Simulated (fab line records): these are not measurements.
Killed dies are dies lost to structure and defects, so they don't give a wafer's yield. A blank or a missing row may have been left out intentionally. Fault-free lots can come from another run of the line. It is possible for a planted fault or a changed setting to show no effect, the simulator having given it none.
Tool commonality check + flow berkeley-cmos170 + Sampled: 16 lots, 48 wafers

REASON FOR OPENING
4 of 16 lots carry a flag on the reading NLDD_OVL at UCB170_NLDD_OVL_MEAS_07. Fault-free wafers read 4 nm, with a standard deviation of 7.5.
Rule: a lot is flagged in two cases, either no wafer of it has a number, or all its wafers with numbers fall more than 4 standard deviations from that mean. The rest of the lots are taken to be sound.

| lot  | measured     | on         | NLDD_OVL (nm), wafer by wafer | flag    |
|------|--------------|------------|-------------------------------|---------|
| L618 | day 7 17:06  | overlay-01 | 7 6 12                        |         |
| L622 | day 8 05:02  | overlay-01 | -7 8 6                        |         |
| L621 | day 8 06:14  | overlay-01 | 9 -1 11                       |         |
| L619 | day 8 06:18  | overlay-02 | -2 0 -4                       |         |
| L624 | day 9 00:26  | overlay-01 | 1 -1 6                        |         |
| L623 | day 9 00:35  | overlay-02 | 4 5 -7                        |         |
| L626 | day 9 05:48  | overlay-02 | 267 251 255                   | FLAGGED |
| L625 | day 9 05:59  | overlay-01 | 3 -1 8                        |         |
| L627 | day 9 15:29  | overlay-02 | 16 15 13                      |         |
| L630 | day 10 02:23 | overlay-01 | 256 264 272                   | FLAGGED |
| L628 | day 10 02:29 | overlay-02 | 270 269 278                   | FLAGGED |
| L629 | day 10 02:40 | overlay-02 | 260 249 273                   | FLAGGED |
| L631 | day 10 15:14 | overlay-02 | 17 8 14                       |         |
| L634 | day 11 02:43 | overlay-01 | 18 11 15                      |         |
| L638 | day 11 20:20 | overlay-01 | 13 6 4                        |         |
| L640 | day 11 23:58 | overlay-02 | -3 -5 -3                      |         |
Average over the flagged lots: 264 nm; offset from the usual +260 nm, equal to +35 standard deviations.

WHICH TOOL RAN EACH LOT
The record keeps 1 process step preceding the reading, out of 331 steps on the route. Each cell gives the tool, then ch followed by the chambers the sampled wafers passed through, then the start.
| lot  | flag    | UCB170_NLDD_EXPOSE_03             |
|------|---------|-----------------------------------|
| L618 |         | krf-scanner-02 ch 0, day 7 16:35  |
| L622 |         | krf-scanner-02 ch 0, day 8 04:32  |
| L621 |         | krf-scanner-01 ch 0, day 8 05:32  |
| L619 |         | krf-scanner-01 ch 0, day 8 05:37  |
| L624 |         | krf-scanner-02 ch 0, day 8 23:44  |
| L623 |         | krf-scanner-02 ch 0, day 8 23:50  |
| L626 | FLAGGED | krf-scanner-02 ch 0, day 9 04:55  |
| L625 |         | krf-scanner-01 ch 0, day 9 05:29  |
| L627 |         | krf-scanner-01 ch 0, day 9 14:59  |
| L630 | FLAGGED | krf-scanner-02 ch 0, day 10 01:20 |
| L628 | FLAGGED | krf-scanner-02 ch 0, day 10 01:32 |
| L629 | FLAGGED | krf-scanner-02 ch 0, day 10 01:39 |
| L631 |         | krf-scanner-01 ch 0, day 10 14:44 |
| L634 |         | krf-scanner-01 ch 0, day 11 02:15 |
| L638 |         | krf-scanner-01 ch 0, day 11 19:26 |
| L640 |         | krf-scanner-01 ch 0, day 11 23:13 |
What the steps here do:
- UCB170_NLDD_EXPOSE_03: exposes mask NSELECT, target cd 1200 nm.
- UCB170_NLDD_OVL_MEAS_07

FLAGGED OVER TOTAL, TOOL BY TOOL (the gauges that took the reading come last)
| step                    | tool           | lots run | flagged | share of the flagged lots | sound lots run after its first flagged lot |
|-------------------------|----------------|----------|---------|---------------------------|--------------------------------------------|
| UCB170_NLDD_EXPOSE_03   | krf-scanner-01 | 8        | 0       | none                      | -                                          |
| UCB170_NLDD_EXPOSE_03   | krf-scanner-02 | 8        | 4       | all                       | 0                                          |
| UCB170_NLDD_OVL_MEAS_07 | overlay-01     | 8        | 1       | some                      | 2 (L634,L638)                              |
| UCB170_NLDD_OVL_MEAS_07 | overlay-02     | 8        | 3       | some                      | 3 (L627,L631,L640)                         |

THE TABLE: WHAT IT ALLOWS
In the table, 1 row covers all flagged lots: krf-scanner-02 at UCB170_NLDD_EXPOSE_03.
- krf-scanner-02 at UCB170_NLDD_EXPOSE_03 ran 8 lots, 4 of them flagged. Its last sound lot is L623 (day 8 23:50), its first flagged lot L626 (day 9 04:55): a fault that began between those two fits.
What remains is a single tool, krf-scanner-02 at UCB170_NLDD_EXPOSE_03.

WHAT WAS PUT IN BY THE SIMULATOR
Scanner matching overlay: krf-scanner-02, from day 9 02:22 on, at UCB170_NLDD_EXPOSE_03. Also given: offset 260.
Shown lots that were struck: L626, L630, L628, L629. This agrees with what the rule above found.
